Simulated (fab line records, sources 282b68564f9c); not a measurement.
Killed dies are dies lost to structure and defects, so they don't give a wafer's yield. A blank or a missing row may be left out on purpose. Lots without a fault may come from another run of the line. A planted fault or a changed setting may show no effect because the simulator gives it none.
Which tool did it? | flow rit_cmos | 14 lots, 42 wafers sampled, at 6 steps of a route of 202

WHAT THE GAUGES READ, wafer by wafer
RIT_PRETRO_OVL_MEAS_06. Usual: PRETRO_OVL 0.8 nm, standard deviation 1.2.
lot  | measured    | on         | PRETRO_OVL (nm) | flag
L863 | day 2 11:31 | overlay-02 | -0.5 -1.0 -0.5  |
L866 | day 2 22:05 | overlay-01 | 1.4 1.2 0.9     |
L867 | day 3 03:54 | overlay-01 | 0.1 -0.1 0.4    |
L870 | day 3 17:26 | overlay-02 | 1.1 0.1 1.0     |
L872 | day 4 04:31 | overlay-01 | 2.0 0.3 1.7     |
L873 | day 4 10:26 | overlay-01 | 0.7 2.1 2.5     |
L876 | day 4 23:53 | overlay-02 | 0.1 0.6 1.8     |
L877 | day 5 06:33 | overlay-01 | 0.5 -1.3 0.4    |
L878 | day 5 11:05 | overlay-02 | -1.1 2.1 0.7    |
L879 | day 5 15:25 | overlay-02 | 0.1 -0.6 -0.8   |
L880 | day 5 19:29 | overlay-01 | 0.9 0.8 1.4     |
L881 | day 6 02:13 | overlay-02 | 0.7 -0.2 0.1    |
L882 | day 6 07:15 | overlay-02 | 1.3 1.9 1.6     |
L884 | day 6 15:45 | overlay-01 | 1.9 0.7 2.0     |

RIT_PLDD_OVL_MEAS_06. Usual: PLDD_OVL 0.1 nm, standard deviation 1.6.
lot  | measured    | on         | PLDD_OVL (nm)  | flag
L863 | day 3 00:40 | overlay-02 | -1.5 -2.6 -2.0 |
L866 | day 3 11:04 | overlay-02 | 0.2 -0.4 0.0   |
L867 | day 3 15:50 | overlay-01 | 3.4 1.7 2.8    |
L870 | day 4 05:26 | overlay-01 | -2.6 -0.5 -1.2 |
L872 | day 4 17:53 | overlay-01 | 0.1 0.8 1.4    |
L873 | day 4 21:35 | overlay-01 | 0.4 3.9 -0.2   |
L876 | day 5 11:27 | overlay-01 | -0.8 -1.2 -2.6 |
L877 | day 5 19:01 | overlay-02 | 1.2 0.2 0.0    |
L878 | day 5 23:00 | overlay-02 | -0.9 -1.3 -2.1 |
L879 | day 6 02:36 | overlay-01 | 0.6 1.1 -0.8   |
L880 | day 6 07:50 | overlay-02 | -1.3 -1.2 -1.0 |
L881 | day 6 14:11 | overlay-02 | -2.2 -1.2 -2.7 |
L882 | day 6 19:20 | overlay-01 | -1.9 -1.0 -0.5 |
L884 | day 7 03:03 | overlay-02 | 0.9 0.9 -0.2   |

RIT_NSD_OVL_MEAS_06. Usual: NSD_OVL -0.4 nm, standard deviation 1.3.
lot  | measured    | on         | NSD_OVL (nm)   | flag
L863 | day 3 04:35 | overlay-02 | -0.7 0.4 0.3   |
L866 | day 3 16:15 | overlay-02 | -0.1 -0.5 -1.1 |
L867 | day 3 19:46 | overlay-02 | 0.9 0.8 0.8    |
L870 | day 4 09:34 | overlay-01 | -0.5 -0.1 -1.3 |
L872 | day 4 21:49 | overlay-02 | - - -          | OFF
L873 | day 5 01:31 | overlay-02 | - - -          | OFF
L876 | day 5 16:29 | overlay-01 | 1.3 0.2 1.4    |
L877 | day 5 22:56 | overlay-01 | 0.5 1.3 0.2    |
L878 | day 6 02:55 | overlay-01 | -2.4 -2.2 0.4  |
L879 | day 6 06:37 | overlay-02 | -2.5 -1.1 0.2  |
L880 | day 6 14:18 | overlay-02 | 0.1 1.9 0.9    |
L881 | day 6 18:16 | overlay-01 | 0.4 -1.4 0.5   |
L882 | day 6 23:24 | overlay-02 | 0.3 -0.7 0.7   |
L884 | day 7 07:10 | overlay-02 | -1.3 -0.4 -2.7 |

RIT_PSD_TW_MEAS_10. Usual: PSD_TW 3385, standard deviation 35.
lot  | measured    | on            | PSD_TW         | flag
L863 | day 3 06:31 | film_metro-03 | 3405 3389 3394 |
L866 | day 3 18:11 | film_metro-04 | 3426 3395 3416 |
L867 | day 3 21:49 | film_metro-04 | 3418 3422 3400 |
L870 | day 4 11:44 | film_metro-03 | 3372 3378 3362 |
L872 | day 5 00:04 | film_metro-04 | 3605 3605 3621 | OFF
L873 | day 5 03:27 | film_metro-04 | 3613 3618 3604 | OFF
L876 | day 5 18:25 | film_metro-03 | 3375 3350 3373 |
L877 | day 6 01:03 | film_metro-04 | 3431 3389 3424 |
L878 | day 6 04:51 | film_metro-01 | 3328 3325 3357 |
L879 | day 6 08:40 | film_metro-04 | 3421 3419 3416 |
L880 | day 6 16:14 | film_metro-01 | 3334 3338 3348 |
L881 | day 6 20:21 | film_metro-03 | 3365 3358 3361 |
L882 | day 7 01:20 | film_metro-04 | 3429 3431 3413 |
L884 | day 7 09:25 | film_metro-04 | 3421 3433 3440 |

WHICH TOOL RAN EACH LOT (tool, then ch and the chambers of the sampled wafers, then the start)
lot  | RIT_NSD_COAT_01                  | RIT_NSD_STRIP_09
L863 | litho_track-02 ch 0, day 3 03:53 | plasma_asher-01 ch 0,1, day 3 04:55
L866 | litho_track-01 ch 0, day 3 15:18 | plasma_asher-02 ch 0,1, day 3 16:35
L867 | litho_track-02 ch 0, day 3 19:05 | plasma_asher-02 ch 0,1, day 3 20:05
L870 | litho_track-04 ch 0, day 4 08:39 | plasma_asher-04 ch 0,1, day 4 09:59
L872 | litho_track-04, day 4 21:07      | plasma_asher-04 ch 0,1, day 4 22:08
L873 | litho_track-04, day 5 00:49      | plasma_asher-01 ch 0,1, day 5 01:52
L876 | litho_track-01 ch 0, day 5 15:40 | plasma_asher-02 ch 0,1, day 5 16:49
L877 | litho_track-04 ch 0, day 5 22:14 | plasma_asher-01 ch 0,1, day 5 23:16
L878 | litho_track-04 ch 0, day 6 02:13 | plasma_asher-01 ch 0,1, day 6 03:16
L879 | litho_track-04 ch 0, day 6 05:51 | plasma_asher-04 ch 1, day 6 06:57
L880 | litho_track-04 ch 0, day 6 13:29 | plasma_asher-04 ch 0,1, day 6 14:41
L881 | litho_track-04 ch 0, day 6 17:28 | plasma_asher-01 ch 0,1, day 6 18:38
L882 | litho_track-01 ch 0, day 6 22:36 | plasma_asher-04 ch 0, day 6 23:44
L884 | litho_track-01 ch 0, day 7 06:29 | plasma_asher-02 ch 1, day 7 07:40
- RIT_NSD_COAT_01: resist thk 1000 nm.
- RIT_NSD_STRIP_09: strips in O2, time 180 s.

WHAT THE TOOLS THEMSELVES READ (means of the sampled wafers that have a number; where no wafer has one, the mark that the record gives instead)
RIT_NSD_COAT_01. Usual: chill_plate_temp_C 23.04 C, standard deviation 0.1; dispense_pressure_kPa 51 kPa, standard deviation 3.1; exhaust_pa 45.1 Pa, standard deviation 0.89.
lot  | tool           | chill_plate_temp_C (C) | dispense_pressure_kPa (kPa) | exhaust_pa (Pa) | flag
L863 | litho_track-02 | 22.92                  | 52                          | 44.7            |
L866 | litho_track-01 | 23.19                  | 47                          | 45.3            |
L867 | litho_track-02 | 22.90                  | 52                          | 44.9            |
L870 | litho_track-04 | 23.10                  | 53                          | 45.7            |
L872 | litho_track-04 | -                      | -                           | -               | OFF
L873 | litho_track-04 | -                      | -                           | -               | OFF
L876 | litho_track-01 | 22.97                  | 47                          | 43.7            |
L877 | litho_track-04 | 23.01                  | 53                          | 44.9            |
L878 | litho_track-04 | 23.04                  | 53                          | 45.8            |
L879 | litho_track-04 | 23.09                  | 53                          | 44.8            |
L880 | litho_track-04 | 23.07                  | 53                          | 45.9            |
L881 | litho_track-04 | 23.05                  | 53                          | 44.9            |
L882 | litho_track-01 | 22.98                  | 47                          | 45.1            |
L884 | litho_track-01 | 22.99                  | 47                          | 44.4            |

RIT_NSD_STRIP_09. Usual: drypump_motor_current_A 5.4 A, standard deviation 0.49.
lot  | tool            | drypump_motor_current_A (A) | flag
L863 | plasma_asher-01 | 5.3                         |
L866 | plasma_asher-02 | 5.6                         |
L867 | plasma_asher-02 | 5.6                         |
L870 | plasma_asher-04 | 5.2                         |
L872 | plasma_asher-04 | 5.7                         |
L873 | plasma_asher-01 | 5.2                         |
L876 | plasma_asher-02 | 5.6                         |
L877 | plasma_asher-01 | 5.3                         |
L878 | plasma_asher-01 | 5.2                         |
L879 | plasma_asher-04 | 4.7                         |
L880 | plasma_asher-04 | 5.7                         |
L881 | plasma_asher-01 | 5.2                         |
L882 | plasma_asher-04 | 6.2                         |
L884 | plasma_asher-02 | 5.5                         |

THE ANSWER, worked out from the rows above alone
Rule: a lot is off if the mean of its wafers that have a number lies more than 3 standard deviations from the usual mean. A lot without any number at a reading at which 4 lots or more have one is off too. The other lots that the step has rows for count as sound. The gauges are gone through in route order, then the tools' own readings, and for those a lot's mean is taken as printed above. The first step at which some lot is off is used, and at that step the reading that is off furthest; a lot without a number counts as furthest.
Off: L872, L873, at RIT_NSD_OVL_MEAS_06 (NSD_OVL). Without a number there: L872, L873.
A tool fits if, at a process step before that reading, it ran every lot that is off, and no sound lot after the first of them. The gauges at RIT_NSD_OVL_MEAS_06 aren't tried: what is off there is off at RIT_PSD_TW_MEAS_10 too, on other tools, and a gauge's error can't cause that. None of those tried fits.

WHAT THE SIMULATOR HAD PUT IN
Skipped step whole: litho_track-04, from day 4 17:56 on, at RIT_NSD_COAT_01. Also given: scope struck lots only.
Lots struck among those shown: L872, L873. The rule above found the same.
